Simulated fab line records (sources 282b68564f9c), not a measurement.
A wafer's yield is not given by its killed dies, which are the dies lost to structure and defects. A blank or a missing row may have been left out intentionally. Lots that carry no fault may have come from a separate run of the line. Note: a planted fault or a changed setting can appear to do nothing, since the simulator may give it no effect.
Struck lot and sound lot, side by side ; flow rit-cmos ; 44 steps out of a route of 202
Sound: the wafers L947.4, L947.5, L947.6. The struck wafers were L955.3, L955.4, L955.5. Last of all comes the cause.
Per side, at each step with rows, come the tool, then ch with its chambers, and then its first start. Under that, the readings that differ: sound wafers ; struck wafers ; difference of the means ; sigmas: that difference in standard deviations of wafers without a fault.
alike: a reading whose means differ by less than 2 such deviations, as well as words and numbers matching on both sides. not compared: withheld readings; readings where some wafer has no value; bounds like >300 that might hide an equal value; numbers whose values overlap and for which the record gives no deviation.
The two part at a step that has a row with sigmas, a row that says differs or no value, or rows on one side only. When numbers do not overlap yet have no deviation, they are printed without sigmas and do not part them. Lack of a reading on every wafer of one side parts them only where that side has two or more wafers.

first, 2 steps without rows for these wafers: RIT_NLDD_HARDBAKE_07 (time 60 s); RIT_NLDD_IMPLANT_08.
RIT_NLDD_STRIP_09: strips in O2, time 180 s.
  sound on plasma-asher-02 ch 0,1, day 3 15:51; struck on plasma-asher-03 ch 0,1, day 5 15:02
  alike: drypump-motor-current-A
  not compared: rf-hours-counter-h
RIT_NLDD_TW_MEAS_10:
  sound on film-metro-01, day 3 15:59; struck on film-metro-02, day 5 15:11
  alike: NLDD_TW
then, 6 steps without rows for these wafers: RIT_PLDD_HMDS_00 (prime time 60 s); RIT_PLDD_COAT_01 (resist thk 1000 nm); RIT_PLDD_SOFTBAKE_02 (time 60 s); RIT_PLDD_EXPOSE_03 (exposes mask M8, target cd 40900 nm); RIT_PLDD_PEB_04; RIT_PLDD_DEVELOP_05 (develop time 50 s).
RIT_PLDD_OVL_MEAS_06:
  sound on overlay-01, day 3 17:01; struck on overlay-02, day 5 16:12
  alike: PLDD_OVL
then, 1 step without rows for these wafers: RIT_PLDD_HARDBAKE_07 (time 60 s).
RIT_PLDD_IMPLANT_08:
  sound on implanter-04 ch 0, day 3 17:26; struck on implanter-04 ch 0, day 5 16:26
reading;sound;struck;difference;sigmas
beam-energy-keV;20.007 20.008 19.998;15.177 15.176 15.180;-4.827;-99 or more
model.implant.rp-nm (nm);17.39 17.39 17.39;14.12 14.12 14.12;-3.27;
model.implant.drp-nm (nm);9.752 9.752 9.752;8.03 8.03 8.03;-1.72;
RIT_PLDD_STRIP_09: strips in O2, time 180 s.
  sound on plasma-asher-02 ch 0,1, day 3 17:34; struck on plasma-asher-03 ch 0,1, day 5 16:35
  alike: drypump-motor-current-A
  not compared: rf-hours-counter-h
RIT_PLDD_TW_MEAS_10:
  sound on film-metro-01, day 3 17:43; struck on film-metro-01, day 5 16:43
reading;sound;struck;difference;sigmas
PLDD_TW;2297 2280 2301;2119 2119 2128;-171;-6
then, 4 steps without rows for these wafers: RIT_SPACER_CLEAN_00 (cleans in SC1, time 600 s); RIT_SPACER_CLEAN_01 (cleans in dHF, time 30 s); RIT_SPACER_CLEAN_02 (cleans in SC2, time 600 s); RIT_SPACER_CVD_03 (deposits Si3N4 from SiH2Cl2/NH3, target thk 250 nm, time 3300 s).
RIT_SPACER_THK_MEAS_04:
  sound on film-metro-04, day 3 20:05; struck on film-metro-04, day 5 19:04
reading;sound;struck;difference;sigmas
SPACER_NITRIDE_THK (nm);255.1 253.3 254.0;247.8 244.8 248.7;-7.0;-3
RIT_SPACER_ETCHBACK_05: etches Si3N4 in SF6/CHF3, stops on SiO2, target depth 250 nm, time 240 s.
  sound on rie-diel-01 ch 1,2,3, day 3 20:07; struck on rie-diel-01 ch 1,3, day 5 19:07
  alike: drypump-motor-current-A, oes-product-au, throttle-valve-pct
  not compared: rf-hours-counter-h
then, 6 steps without rows for these wafers: RIT_NSD_HMDS_00 (prime time 60 s); RIT_NSD_COAT_01 (resist thk 1000 nm); RIT_NSD_SOFTBAKE_02 (time 60 s); RIT_NSD_EXPOSE_03 (exposes mask M9, target cd 40700 nm); RIT_NSD_PEB_04; RIT_NSD_DEVELOP_05 (develop time 50 s).
RIT_NSD_OVL_MEAS_06:
  sound on overlay-01, day 3 21:16; struck on overlay-02, day 5 20:17
  alike: NSD_OVL
then, 2 steps without rows for these wafers: RIT_NSD_HARDBAKE_07 (time 60 s); RIT_NSD_IMPLANT_08.
RIT_NSD_STRIP_09: strips in O2, time 180 s.
  sound on plasma-asher-04 ch 0,1, day 3 21:38; struck on plasma-asher-02 ch 0,1, day 5 20:54
  alike: drypump-motor-current-A
  not compared: rf-hours-counter-h
RIT_NSD_TW_MEAS_10:
  sound on film-metro-04, day 3 21:47; struck on film-metro-04, day 5 21:02
  alike: NSD_TW
then, 6 steps without rows for these wafers: RIT_PSD_HMDS_00 (prime time 60 s); RIT_PSD_COAT_01 (resist thk 1000 nm); RIT_PSD_SOFTBAKE_02 (time 60 s); RIT_PSD_EXPOSE_03 (exposes mask M10, target cd 40900 nm); RIT_PSD_PEB_04; RIT_PSD_DEVELOP_05 (develop time 50 s).
RIT_PSD_OVL_MEAS_06:
  sound on overlay-01, day 3 22:49; struck on overlay-02, day 5 22:04
  alike: PSD_OVL
then, 2 steps without rows for these wafers: RIT_PSD_HARDBAKE_07 (time 60 s); RIT_PSD_IMPLANT_08.
RIT_PSD_STRIP_09: strips in O2, time 180 s.
  sound on plasma-asher-04 ch 0,1, day 3 23:11; struck on plasma-asher-03 ch 0,1, day 5 22:27
  alike: drypump-motor-current-A
  not compared: rf-hours-counter-h
RIT_SDANNEAL_RS_MEAS_06: a four-point-probe measurement.
  sound on film-metro-04, day 4 00:07; struck on film-metro-04, day 5 23:20
reading;sound;struck;difference;sigmas
PLDD_RS (ohm/sq);177.9 177.3 178.3;196.3 195.5 196.2;+18.2;+34
RIT_M1_PROBE_99:
  sound on prober-01, day 4 08:46; struck on prober-02, day 6 07:05
reading;sound;struck;difference;sigmas
model.etest.pmos-turned.r-on-ohm-um;3447 3338 3317;5183 5040 5410;+1844;
model.etest.pmos_0p3.r-on-ohm-um;6199 6069 6082;7052 7039 7154;+965;
model.etest.pmos_0p15.r-on-ohm-um;2750 2704 2651;3695 3614 3777;+994;
model.etest.pldd.rs-ohm-sq;514.3 502.7 514.4;1077 1050 1182;+593;
model.etest.pldd.line-ohm-um;160.8 154.7 163;340.5 329.3 366.6;+186.0;
model.etest.pmos-turned.drive-ua-um;190.1 196 195.3;104.1 108 96.45;-91.0;
model.etest.pmos_0p15.drive-ua-um;253.8 262.2 268.4;193.9 197 188.4;-68.4;
model.etest.pmos-narrow.drive-ua-um;106 107.5 106.6;93.14 94.25 92.69;-13.34;
  alike: killed-at-contacts, killed-at-front-end, killed-dies, killed-open, killed-short

WHERE THEY PART
First at RIT_PLDD_IMPLANT_08; last, within this record, at RIT_SDANNEAL_RS_MEAS_06. Later steps at which nothing parts them and some readings are alike: RIT_M1_PROBE_99.

WHY: whatever the simulator had introduced
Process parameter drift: implanter-04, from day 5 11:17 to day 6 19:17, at RIT_PLDD_IMPLANT_08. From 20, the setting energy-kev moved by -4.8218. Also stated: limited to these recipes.
